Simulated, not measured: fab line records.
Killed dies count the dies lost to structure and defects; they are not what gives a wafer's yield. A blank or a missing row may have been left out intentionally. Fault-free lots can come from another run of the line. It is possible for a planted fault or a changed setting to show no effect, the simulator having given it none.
Split-lot study + flow berkeley cmos170 + 23 wafers read across 5 lots, on a route 331 steps long

== SPLIT DETAILS ==
At UCB170_PVT_IMPLANT_07, the setting dose cm2 was moved away from the recipe's 2e+12 on 7 of the 23 wafers read, by -2.7% to +7.5%. The other wafers ran this setting at the recipe's value.

== FROM THE SPLIT TO THE READING: what the file shows between them, 1 step ==
- UCB170_PVT_STRIP_08: strips in O2

== THE READING ==
PVT_TW, at UCB170_PVT_TW_MEAS_09. Typical for fault-free wafers on this fab line: 509, with standard deviation 3.

| wafer  | tool, chamber at the split | dose cm2 as run | against the recipe | PVT_TW | against lot-mates on the recipe |
|--------|----------------------------|-----------------|--------------------|--------|---------------------------------|
| L074.1 | implanter-02, 0            | 2e+12           | recipe             | 511    | -                               |
| L074.5 | implanter-02, 0            | 2e+12           | recipe             | 513    | -                               |
| L074.6 | implanter-02, 0            | 2e+12           | recipe             | 514    | -                               |
| L075.1 | implanter-04, 0            | 2e+12           | recipe             | 506    | -                               |
| L075.2 | implanter-04, 0            | 2e+12           | recipe             | 508    | -                               |
| L075.4 | implanter-04, 0            | 2e+12           | recipe             | 504    | -                               |
| L075.5 | implanter-04, 0            | 2e+12           | recipe             | 507    | -                               |
| L075.6 | implanter-04, 0            | 2e+12           | recipe             | 509    | -                               |
| L078.1 | implanter-02, 0            | 1.946e+12       | -2.7%              | 505    | -4                              |
| L078.2 | implanter-02, 0            | 1.946e+12       | -2.7%              | 505    | -4                              |
| L078.3 | implanter-02, 0            | 2e+12           | recipe             | 507    | -                               |
| L078.4 | implanter-02, 0            | 2e+12           | recipe             | 512    | -                               |
| L078.6 | implanter-02, 0            | 2e+12           | recipe             | 507    | -                               |
| L080.1 | implanter-01, 0            | 2.078e+12       | +3.9%              | 508    | +2                              |
| L080.2 | implanter-01, 0            | 2.078e+12       | +3.9%              | 510    | +4                              |
| L080.3 | implanter-01, 0            | 2e+12           | recipe             | 505    | -                               |
| L080.5 | implanter-01, 0            | 2e+12           | recipe             | 507    | -                               |
| L080.6 | implanter-01, 0            | 2e+12           | recipe             | 505    | -                               |
| L085.1 | implanter-04, 0            | 2.15e+12        | +7.5%              | 523    | +12                             |
| L085.3 | implanter-04, 0            | 2e+12           | recipe             | 510    | -                               |
| L085.4 | implanter-04, 0            | 2e+12           | recipe             | 511    | -                               |
| L085.5 | implanter-04, 0            | 2.15e+12        | +7.5%              | 520    | +10                             |
| L085.6 | implanter-04, 0            | 2.15e+12        | +7.5%              | 522    | +12                             |

FIT RESULTS
A straight line over all 23 wafers: PVT_TW changes by +1.51 for each +1% of dose cm2; r = +0.82; the points scatter about the line by 3.2.
The same after taking each lot's own level away (the mean of its wafers on the recipe; 23 wafers): +1.4 for each +1%; r = +0.93; scatter 1.6.
On that fit, the largest move of dose cm2 shifts the reading by 10.
The span of the lots' own levels, 505.7 to 512.7, comes to 2.3 times the standard deviation stated above.
So the lot-to-lot level changes the slope little: the two slopes agree.
Check: for one of the wafers moved furthest among these (+7.5%), held out of the fit, the line's prediction against its lot-mates is +9.66. Against them it came out at +12.5.

== FURTHER SPLITS ON THESE WAFERS ==
Other splits were also applied to these wafers ahead of the reading. Each is held against what the fit with the lots' levels taken away leaves over:
| other split on the same wafers       | wafers away from the commonest value | r with PVT_TW (lot level and that fit taken away) |
|--------------------------------------|--------------------------------------|---------------------------------------------------|
| UCB170_PWELL_CVD_05 temp c           | 10                                   | +0.24                                             |
| UCB170_PWELL_IMPLANT_15 energy kev   | 4                                    | -0.13                                             |
| UCB170_ACTIVE_OXIDATION_02 ox time s | 13                                   | +0.24                                             |
| UCB170_ACTIVE_PEB_11 peb temp c      | 8                                    | +0.20                                             |
| UCB170_ACTIVE_ETCH_15 rf w           | 5                                    | +0.38                                             |
| UCB170_PFIELD_IMPLANT_07 dose cm2    | 9                                    | -0.01                                             |
| UCB170_SACOX_OXIDATION_01 temp c     | 18                                   | +0.09                                             |

== THE FILE'S OWN FIT ==
PVT_TW changes by +1.37 for each +1% of dose cm2, r = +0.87.
